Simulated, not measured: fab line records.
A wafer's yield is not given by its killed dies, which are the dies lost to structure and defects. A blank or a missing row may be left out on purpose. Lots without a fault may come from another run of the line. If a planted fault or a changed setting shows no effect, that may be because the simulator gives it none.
Struck lot and sound lot, side by side | flow berkeley-cmos170 | 18 out of 331 route steps
Sound: wafers L700.2, L700.3, L700.4. The struck wafers were L709.2, L709.3, L709.4. At the end, the cause is stated.
At each step with rows: each side's tool, then ch and its chambers, then its first start. Under that, the readings that differ: sound wafers | struck wafers | difference of the means | sigmas: that difference in standard deviations of wafers without a fault.
alike: readings with means less than 2 such deviations apart, plus words and numbers identical on both sides. not compared: withheld readings, readings lacking a value on some wafer, bounds such as >300 that could conceal the same value, and numbers that have no deviation in the record and whose values overlap.
A row with sigmas, a row that says differs or no value, or rows on one side alone: a step with any of these is where the two part. Non-overlapping numbers with no deviation appear without sigmas and do not part them. A reading that every wafer of one side lacks parts them only if that side has two wafers or more.

first, 1 step without rows for these wafers: UCB170_CONTACT_CLEAN_20 (cleans in SPM, time 600 s).
UCB170_M1_SPUTTER_00: material Al, target thk 600 nm, time 80 s.
  struck on pvd-sputter-01, day 12 12:31; sound on pvd-sputter-04, day 9 19:22
  alike: throttle-valve-pct
UCB170_M1_RS_MEAS_01: uses a four-point probe to measure.
  struck on film-metro-01, day 12 12:36; sound on film-metro-04, day 9 19:27
  alike: M1_AL_RS
UCB170_M1_THK_MEAS_02: measures by xrf.
  struck on film-metro-01, day 12 12:43; sound on film-metro-04, day 9 19:34
  alike: M1_AL_THK
then, 6 steps without rows for these wafers: UCB170_M1_COAT_03; UCB170_M1_COAT_04 (resist thk 900 nm); UCB170_M1_SOFTBAKE_05 (time 60 s); UCB170_M1_EXPOSE_06 (exposes mask METAL1, target cd 700 nm); UCB170_M1_PEB_07; UCB170_M1_DEVELOP_08 (develop time 45 s).
UCB170_M1_CD_MEAS_09: target cd 700 nm.
  struck on cd-sem-02, day 12 13:45; sound on cd-sem-02, day 9 20:28
  alike: cd-nm
UCB170_M1_OVL_MEAS_10:
  struck on overlay-02, day 12 13:52; sound on overlay-02, day 9 20:35
  alike: M1_OVL
UCB170_M1_ETCH_11: etches BARC in N2/H2.
  sound on rie-diel-03 ch 0,2,3, day 9 20:37; struck on rie-diel-01 ch 0,2,3, day 12 13:53
  no value came back on the struck wafers for any of 5 readings (bias-w (W), chamber-pressure-mTorr (mTorr) and others); on the sound wafers bias-w (W) reads 100.0 99.8 100.1
UCB170_M1_METAL_ETCH_12: etches Al in Cl2/BCl3, stops on PSG, target depth 780 nm, time 130 s.
  sound on rie-metal-04 ch 0,1, day 9 20:39; struck on rie-metal-04 ch 0,1, day 12 13:56
  reading               | sound             | struck            | difference | sigmas
  oes-product-au (a.u.) | 0.860 0.858 0.871 | 0.378 0.377 0.371 | -0.488     | -49
  alike: bcl3-flow-sccm, bias-w, drypump-motor-current-A, throttle-valve-pct
  not compared: rf-hours-counter-h
UCB170_M1_STRIP_13: strips in O2.
  sound on plasma-asher-02 ch 0,1, day 9 20:47; struck on plasma-asher-03 ch 0,1, day 12 14:04
  alike: drypump-motor-current-A, oes-product-au
  not compared: rf-hours-counter-h
UCB170_M1_CD_MEAS_90: target cd 700 nm.
  struck on cd-sem-01, day 12 14:11; sound on cd-sem-01, day 9 20:54
  reading    | sound             | struck | difference                    | sigmas
  cd-nm (nm) | 700.9 701.0 700.0 | - - -  | no value on the struck wafers |
then, 1 step without rows for these wafers: UCB170_M1_ANNEAL_14 (time 1200 s).
UCB170_M3_PROBE_99:
  the record has rows for the struck wafers here (prober-02, day 13 09:45) and none for the sound ones

== WHERE THEY PART ==
Last at UCB170_M3_PROBE_99 as far as this record goes, first at UCB170_M1_ETCH_11.

WHY: whatever the simulator had introduced
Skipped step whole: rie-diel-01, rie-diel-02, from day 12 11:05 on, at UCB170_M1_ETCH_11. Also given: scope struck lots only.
